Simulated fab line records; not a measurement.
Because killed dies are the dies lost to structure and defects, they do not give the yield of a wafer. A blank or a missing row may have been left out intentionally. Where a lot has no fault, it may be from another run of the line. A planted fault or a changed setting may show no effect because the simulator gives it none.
The same fault as seen by 2 desks -- flow berkeley-cmos170 -- each desk has only its own numbers; what lay behind them comes last

THE METROLOGY DESK
Lot by lot, what the gauges showed, no matter which tool ran the lot: averages of those sampled wafers that carry a number. Any lot whose mean is over 4 standard deviations away from the usual mean is out of limits and marked OUT; that distance is given in the brackets.
Columns: A = PFIELD_TW at UCB170_PFIELD_TW_MEAS_09, usual 602; B = PVT_OVL at UCB170_PVT_OVL_MEAS_06, usual -3 nm; C = NLDD_TW at UCB170_NLDD_TW_MEAS_11, usual 2228; D = NLDD_RS at UCB170_SDANNEAL_RS_MEAS_05, usual 616.4 ohm/sq
lot,first seen here,A,B,C,D
L305,day 4 10:00,610,1,2243,617.6
L307,day 4 14:40,601,-4,2222,616.9
L306,day 4 15:33,595,-6,2238,616.1
L313,day 5 19:57,611,-5,2235,615.9
L314,day 6 00:41,602,-11,2066 (-11) OUT,728.2 (+80) OUT
L316,day 6 14:04,603,-3,2067 (-11) OUT,733.3 (+84) OUT
L318,day 7 08:11,592,-12,2255,615.9
L320,day 7 10:43,608,-8,2250,617.7
L322,day 7 17:24,591,-5,2210,616.2
L325,day 8 10:21,591,2,2232,615.5
L323,day 8 10:34,607,-0,2236,616.8
L327,day 8 22:27,601,-1,2240,617.0
L328,day 9 11:23,610,-3,2239,616.6
This desk's finding: out of limits on L314, L316; first on L314, day 8 01:56 (NLDD_TW at UCB170_NLDD_TW_MEAS_11). L305, L307, L306, L313, L318, L320, L322, L325, L323, L327, L328 stayed within limits.

DESK OF THE TOOL OWNER: implanter-01
UCB170_NLDD_IMPLANT_08, tool's own readings: per-lot mean of the sampled wafers with a number, covering each lot this tool ran. Any lot whose mean is over 4 standard deviations away from the usual mean is out of limits and marked OUT; that distance is given in the brackets.
Columns: A = dose-ions-cm2 at UCB170_NLDD_IMPLANT_08, usual 5.001e+13; B = faraday-current-uA at UCB170_NLDD_IMPLANT_08, usual 158.7
lot,first seen here,A,B
L305,day 6 08:02,5.003e+13,156.9
L314,day 8 01:35,2.747e+13 (-99 or more) OUT,85.3 (-24) OUT
L316,day 8 12:55,2.756e+13 (-99 or more) OUT,87.7 (-24) OUT
This desk's finding: out of limits on L314, L316; first on L314, day 8 01:35 (dose-ions-cm2 at UCB170_NLDD_IMPLANT_08). L305 stayed within limits.

TAKEN TOGETHER
On L314, L316, at day 8 01:35, an alarm was possible from the tool owner's desk.
An alarm was possible from the metrology desk at day 8 01:56, on L314, L316.
Of the lots named, all ran UCB170_NLDD_IMPLANT_08 on implanter-01.

WHAT WAS PUT IN BY THE SIMULATOR
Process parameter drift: implanter-01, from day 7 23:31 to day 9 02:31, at UCB170_NLDD_IMPLANT_08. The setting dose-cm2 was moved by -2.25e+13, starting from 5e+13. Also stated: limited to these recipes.
Struck lots among those shown: L314, L316.
Hours from the fault's start to each desk's first reading out of limits: the tool owner's desk, 2; the metrology desk, 2.
